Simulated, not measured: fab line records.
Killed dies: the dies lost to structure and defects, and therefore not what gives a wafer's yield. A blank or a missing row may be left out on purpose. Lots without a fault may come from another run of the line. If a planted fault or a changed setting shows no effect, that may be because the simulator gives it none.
Split-lot trial || flow berkeley cmos170 || 23 wafers read across 5 lots, on a route 331 steps long

== THE SPLIT ITSELF ==
At UCB170_M2_COAT_05 (resist thk 900 nm), the setting spin rpm was moved away from the recipe's 1500 rpm on 10 of the 23 wafers read, by -3.1% to +7.3%. This setting was run at the recipe's value on the other wafers.

Reading taken at the split's own step.

== THE READING ==
KrF_of_M2_COAT_05.thk nm (the simulator's own value, which no gauge read), in nm, at UCB170_M2_COAT_05 (resist thk 900 nm). The file gives no usual value for it. The 13 wafers here that ran the recipe average 900.1 nm, standard deviation 2.1 nm.

{"wafer": "L076.1", "tool, chamber at the split": "litho track-03, 0", "spin rpm as run, rpm": 1610, "against the recipe": "+7.3%", "KrF_of_M2_COAT_05.thk nm, nm": 867.7, "against lot-mates on the recipe": -31.1}
{"wafer": "L076.2", "tool, chamber at the split": "litho track-03, 0", "spin rpm as run, rpm": 1610, "against the recipe": "+7.3%", "KrF_of_M2_COAT_05.thk nm, nm": 871, "against lot-mates on the recipe": -27.8}
{"wafer": "L076.4", "tool, chamber at the split": "litho track-03, 0", "spin rpm as run, rpm": 1500, "against the recipe": "recipe", "KrF_of_M2_COAT_05.thk nm, nm": 899.1, "against lot-mates on the recipe": "-"}
{"wafer": "L076.5", "tool, chamber at the split": "litho track-03, 0", "spin rpm as run, rpm": 1500, "against the recipe": "recipe", "KrF_of_M2_COAT_05.thk nm, nm": 899.6, "against lot-mates on the recipe": "-"}
{"wafer": "L076.6", "tool, chamber at the split": "litho track-03, 0", "spin rpm as run, rpm": 1500, "against the recipe": "recipe", "KrF_of_M2_COAT_05.thk nm, nm": 897.8, "against lot-mates on the recipe": "-"}
{"wafer": "L078.1", "tool, chamber at the split": "litho track-01, 0", "spin rpm as run, rpm": 1500, "against the recipe": "recipe", "KrF_of_M2_COAT_05.thk nm, nm": 905.7, "against lot-mates on the recipe": "-"}
{"wafer": "L078.3", "tool, chamber at the split": "litho track-01, 0", "spin rpm as run, rpm": 1500, "against the recipe": "recipe", "KrF_of_M2_COAT_05.thk nm, nm": 901.3, "against lot-mates on the recipe": "-"}
{"wafer": "L078.5", "tool, chamber at the split": "litho track-01, 0", "spin rpm as run, rpm": 1500, "against the recipe": "recipe", "KrF_of_M2_COAT_05.thk nm, nm": 901.9, "against lot-mates on the recipe": "-"}
{"wafer": "L080.1", "tool, chamber at the split": "litho track-02, 0", "spin rpm as run, rpm": 1538, "against the recipe": "+2.5%", "KrF_of_M2_COAT_05.thk nm, nm": 892.3, "against lot-mates on the recipe": -7.9}
{"wafer": "L080.2", "tool, chamber at the split": "litho track-02, 0", "spin rpm as run, rpm": 1500, "against the recipe": "recipe", "KrF_of_M2_COAT_05.thk nm, nm": 901.7, "against lot-mates on the recipe": "-"}
{"wafer": "L080.3", "tool, chamber at the split": "litho track-02, 0", "spin rpm as run, rpm": 1500, "against the recipe": "recipe", "KrF_of_M2_COAT_05.thk nm, nm": 899.9, "against lot-mates on the recipe": "-"}
{"wafer": "L080.4", "tool, chamber at the split": "litho track-02, 0", "spin rpm as run, rpm": 1500, "against the recipe": "recipe", "KrF_of_M2_COAT_05.thk nm, nm": 898.9, "against lot-mates on the recipe": "-"}
{"wafer": "L080.5", "tool, chamber at the split": "litho track-02, 0", "spin rpm as run, rpm": 1538, "against the recipe": "+2.5%", "KrF_of_M2_COAT_05.thk nm, nm": 885.2, "against lot-mates on the recipe": -15.0}
{"wafer": "L084.1", "tool, chamber at the split": "litho track-03, 0", "spin rpm as run, rpm": 1561, "against the recipe": "+4.1%", "KrF_of_M2_COAT_05.thk nm, nm": 881.5, "against lot-mates on the recipe": -18.3}
{"wafer": "L084.2", "tool, chamber at the split": "litho track-03, 0", "spin rpm as run, rpm": 1561, "against the recipe": "+4.1%", "KrF_of_M2_COAT_05.thk nm, nm": 883.4, "against lot-mates on the recipe": -16.4}
{"wafer": "L084.4", "tool, chamber at the split": "litho track-03, 0", "spin rpm as run, rpm": 1500, "against the recipe": "recipe", "KrF_of_M2_COAT_05.thk nm, nm": 898.2, "against lot-mates on the recipe": "-"}
{"wafer": "L084.5", "tool, chamber at the split": "litho track-03, 0", "spin rpm as run, rpm": 1561, "against the recipe": "+4.1%", "KrF_of_M2_COAT_05.thk nm, nm": 881.2, "against lot-mates on the recipe": -18.6}
{"wafer": "L084.6", "tool, chamber at the split": "litho track-03, 0", "spin rpm as run, rpm": 1500, "against the recipe": "recipe", "KrF_of_M2_COAT_05.thk nm, nm": 901.4, "against lot-mates on the recipe": "-"}
{"wafer": "L082.1", "tool, chamber at the split": "litho track-02, 0", "spin rpm as run, rpm": 1453, "against the recipe": "-3.1%", "KrF_of_M2_COAT_05.thk nm, nm": 908.6, "against lot-mates on the recipe": "+10.5"}
{"wafer": "L082.2", "tool, chamber at the split": "litho track-02, 0", "spin rpm as run, rpm": 1453, "against the recipe": "-3.1%", "KrF_of_M2_COAT_05.thk nm, nm": 913.5, "against lot-mates on the recipe": "+15.4"}
{"wafer": "L082.4", "tool, chamber at the split": "litho track-02, 0", "spin rpm as run, rpm": 1500, "against the recipe": "recipe", "KrF_of_M2_COAT_05.thk nm, nm": 897.8, "against lot-mates on the recipe": "-"}
{"wafer": "L082.5", "tool, chamber at the split": "litho track-02, 0", "spin rpm as run, rpm": 1453, "against the recipe": "-3.1%", "KrF_of_M2_COAT_05.thk nm, nm": 909.6, "against lot-mates on the recipe": "+11.5"}
{"wafer": "L082.6", "tool, chamber at the split": "litho track-02, 0", "spin rpm as run, rpm": 1500, "against the recipe": "recipe", "KrF_of_M2_COAT_05.thk nm, nm": 898.4, "against lot-mates on the recipe": "-"}

THE FIT
A straight line over all 23 wafers: KrF_of_M2_COAT_05.thk nm changes by -4.08 nm for each +1% of spin rpm; r = -0.98; the points scatter about the line by 2.4 nm.
The same after taking each lot's own level away (the mean of its wafers on the recipe; 23 wafers): -4.11 nm for each +1%; r = -0.99; scatter 1.9 nm.
Per that fit: largest spin rpm move, reading shift of 30 nm.
The lots' own levels span 898.10 to 902.97 nm, that is 2.3 times the standard deviation above.
Hence the lot-to-lot level has little effect on the slope; both slopes agree.
Check: -30 nm against its lot-mates is what the line predicts for one of the wafers moved furthest among these (+7.3%) when that wafer is left out of the fit. Against them it came out at -31.1 nm.

== THESE WAFERS: OTHER SPLITS ==
Before the reading, these wafers also passed through other splits. Each is held against what the fit with the lots' levels taken away leaves over:
{"other split on the same wafers": "UCB170_M1_SPUTTER_00 power w", "wafers away from the commonest value": 7, "r with KrF_of_M2_COAT_05.thk nm (lot level and that fit taken away)": -0.46}
{"other split on the same wafers": "UCB170_M1_EXPOSE_06 dose mj", "wafers away from the commonest value": 10, "r with KrF_of_M2_COAT_05.thk nm (lot level and that fit taken away)": -0.10}
{"other split on the same wafers": "UCB170_M1_METAL_ETCH_12 over etch frac", "wafers away from the commonest value": 8, "r with KrF_of_M2_COAT_05.thk nm (lot level and that fit taken away)": "+0.10"}
{"other split on the same wafers": "UCB170_V1_PEB_10 peb temp c", "wafers away from the commonest value": 11, "r with KrF_of_M2_COAT_05.thk nm (lot level and that fit taken away)": "+0.23"}

== THE WHOLE CHAIN: every reading that the file lists as answering this split, in the file's order ==
{"step": "UCB170_M2_COAT_05", "what it does": "resist thk 900 nm", "reading": "KrF_of_M2_COAT_05.thk nm (the simulator's own value, which no gauge read)", "change (the file's fit)": "-4.12 nm for each +1% of the setting", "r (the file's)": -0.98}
{"step": "UCB170_M2_STRIP_07", "what it does": "strips in O2", "reading": "strip time to endpoint s", "change (the file's fit)": "withheld for each +1% of the setting", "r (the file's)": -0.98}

== FILE'S OWN FIT ==
KrF_of_M2_COAT_05.thk nm changes by -4.12 nm for each +1% of spin rpm, r = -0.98.
